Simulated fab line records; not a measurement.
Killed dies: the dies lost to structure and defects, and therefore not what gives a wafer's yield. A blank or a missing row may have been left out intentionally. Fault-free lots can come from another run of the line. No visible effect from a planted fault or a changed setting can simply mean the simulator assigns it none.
Lot-split experiment :: flow berkeley cmos170 :: route with 331 steps; 5 lots, 23 wafers read

ABOUT THE SPLIT
At UCB170_SACOX_OXIDATION_01 (target thk 14.4 nm, ox time 2400 s), the setting ox time s was moved away from the recipe's 2400 s on 20 of the 23 wafers read, by -10.9% to +13.5%. All remaining wafers had this setting at the recipe value.

No step appears in the file between the split and the reading.

THE READING
SACOX_OXIDE_THK (nm), taken at UCB170_SACOX_THK_MEAS_02. On this fab line, fault-free wafers typically give 14.39 nm with a standard deviation of 0.2 nm.

wafer: L076.1
tool, chamber at the split: -, -
ox time s as run, s: 2138
against the recipe: -10.9%
SACOX_OXIDE_THK, nm: 13.17
against lot-mates on the recipe: no lot-mate on the recipe

wafer: L076.3
tool, chamber at the split: -, -
ox time s as run, s: 2138
against the recipe: -10.9%
SACOX_OXIDE_THK, nm: 13.22
against lot-mates on the recipe: no lot-mate on the recipe

wafer: L076.4
tool, chamber at the split: -, -
ox time s as run, s: 2138
against the recipe: -10.9%
SACOX_OXIDE_THK, nm: 13.15
against lot-mates on the recipe: no lot-mate on the recipe

wafer: L076.5
tool, chamber at the split: -, -
ox time s as run, s: 2138
against the recipe: -10.9%
SACOX_OXIDE_THK, nm: 13.01
against lot-mates on the recipe: no lot-mate on the recipe

wafer: L076.6
tool, chamber at the split: -, -
ox time s as run, s: 2138
against the recipe: -10.9%
SACOX_OXIDE_THK, nm: 13.20
against lot-mates on the recipe: no lot-mate on the recipe

wafer: L075.2
tool, chamber at the split: -, -
ox time s as run, s: 2561
against the recipe: +6.7%
SACOX_OXIDE_THK, nm: 15.26
against lot-mates on the recipe: no lot-mate on the recipe

wafer: L075.3
tool, chamber at the split: -, -
ox time s as run, s: 2561
against the recipe: +6.7%
SACOX_OXIDE_THK, nm: 15.27
against lot-mates on the recipe: no lot-mate on the recipe

wafer: L075.4
tool, chamber at the split: -, -
ox time s as run, s: 2561
against the recipe: +6.7%
SACOX_OXIDE_THK, nm: 15.12
against lot-mates on the recipe: no lot-mate on the recipe

wafer: L075.5
tool, chamber at the split: -, -
ox time s as run, s: 2561
against the recipe: +6.7%
SACOX_OXIDE_THK, nm: 15.39
against lot-mates on the recipe: no lot-mate on the recipe

wafer: L075.6
tool, chamber at the split: -, -
ox time s as run, s: 2561
against the recipe: +6.7%
SACOX_OXIDE_THK, nm: 15.04
against lot-mates on the recipe: no lot-mate on the recipe

wafer: L077.1
tool, chamber at the split: -, -
ox time s as run, s: 2290
against the recipe: -4.6%
SACOX_OXIDE_THK, nm: 13.71
against lot-mates on the recipe: no lot-mate on the recipe

wafer: L077.2
tool, chamber at the split: -, -
ox time s as run, s: 2290
against the recipe: -4.6%
SACOX_OXIDE_THK, nm: 13.97
against lot-mates on the recipe: no lot-mate on the recipe

wafer: L077.3
tool, chamber at the split: -, -
ox time s as run, s: 2290
against the recipe: -4.6%
SACOX_OXIDE_THK, nm: 13.82
against lot-mates on the recipe: no lot-mate on the recipe

wafer: L077.4
tool, chamber at the split: -, -
ox time s as run, s: 2290
against the recipe: -4.6%
SACOX_OXIDE_THK, nm: 13.81
against lot-mates on the recipe: no lot-mate on the recipe

wafer: L077.6
tool, chamber at the split: -, -
ox time s as run, s: 2290
against the recipe: -4.6%
SACOX_OXIDE_THK, nm: 13.92
against lot-mates on the recipe: no lot-mate on the recipe

wafer: L078.1
tool, chamber at the split: -, -
ox time s as run, s: 2725
against the recipe: +13.5%
SACOX_OXIDE_THK, nm: 15.33
against lot-mates on the recipe: no lot-mate on the recipe

wafer: L078.2
tool, chamber at the split: -, -
ox time s as run, s: 2725
against the recipe: +13.5%
SACOX_OXIDE_THK, nm: 15.70
against lot-mates on the recipe: no lot-mate on the recipe

wafer: L078.4
tool, chamber at the split: -, -
ox time s as run, s: 2725
against the recipe: +13.5%
SACOX_OXIDE_THK, nm: 15.50
against lot-mates on the recipe: no lot-mate on the recipe

wafer: L078.5
tool, chamber at the split: -, -
ox time s as run, s: 2725
against the recipe: +13.5%
SACOX_OXIDE_THK, nm: 15.62
against lot-mates on the recipe: no lot-mate on the recipe

wafer: L078.6
tool, chamber at the split: -, -
ox time s as run, s: 2725
against the recipe: +13.5%
SACOX_OXIDE_THK, nm: 15.57
against lot-mates on the recipe: no lot-mate on the recipe

wafer: L085.3
tool, chamber at the split: furnace-01, 0
ox time s as run, s: 2400
against the recipe: recipe
SACOX_OXIDE_THK, nm: 13.97
against lot-mates on the recipe: -

wafer: L085.4
tool, chamber at the split: furnace-01, 0
ox time s as run, s: 2400
against the recipe: recipe
SACOX_OXIDE_THK, nm: 14.12
against lot-mates on the recipe: -

wafer: L085.5
tool, chamber at the split: furnace-01, 0
ox time s as run, s: 2400
against the recipe: recipe
SACOX_OXIDE_THK, nm: 14.21
against lot-mates on the recipe: -

THE FIT
A straight line over all 23 wafers: SACOX_OXIDE_THK changes by +0.102 nm for each +1% of ox time s; r = +0.98; the points scatter about the line by 0.19 nm.
Too few moved wafers have a lot-mate on the recipe to fit a line with each lot's own level taken away.

THE WHOLE CHAIN: every reading that the file lists as answering this split, in the file's order
step: UCB170_SACOX_OXIDATION_01
what it does: target thk 14.4 nm, ox time 2400 s
reading: SiO2_of_SACOX_OXIDATION_01.thk nm (the simulator's own value, which no gauge read)
change (the file's fit): +0.103 nm for each +1% of the setting
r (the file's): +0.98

step: UCB170_SACOX_THK_MEAS_02
what it does: 
reading: SACOX_OXIDE_THK
change (the file's fit): +0.102 for each +1% of the setting
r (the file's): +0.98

THE FILE'S OWN FIT
SACOX_OXIDE_THK changes by +0.102 nm for each +1% of ox time s, r = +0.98.
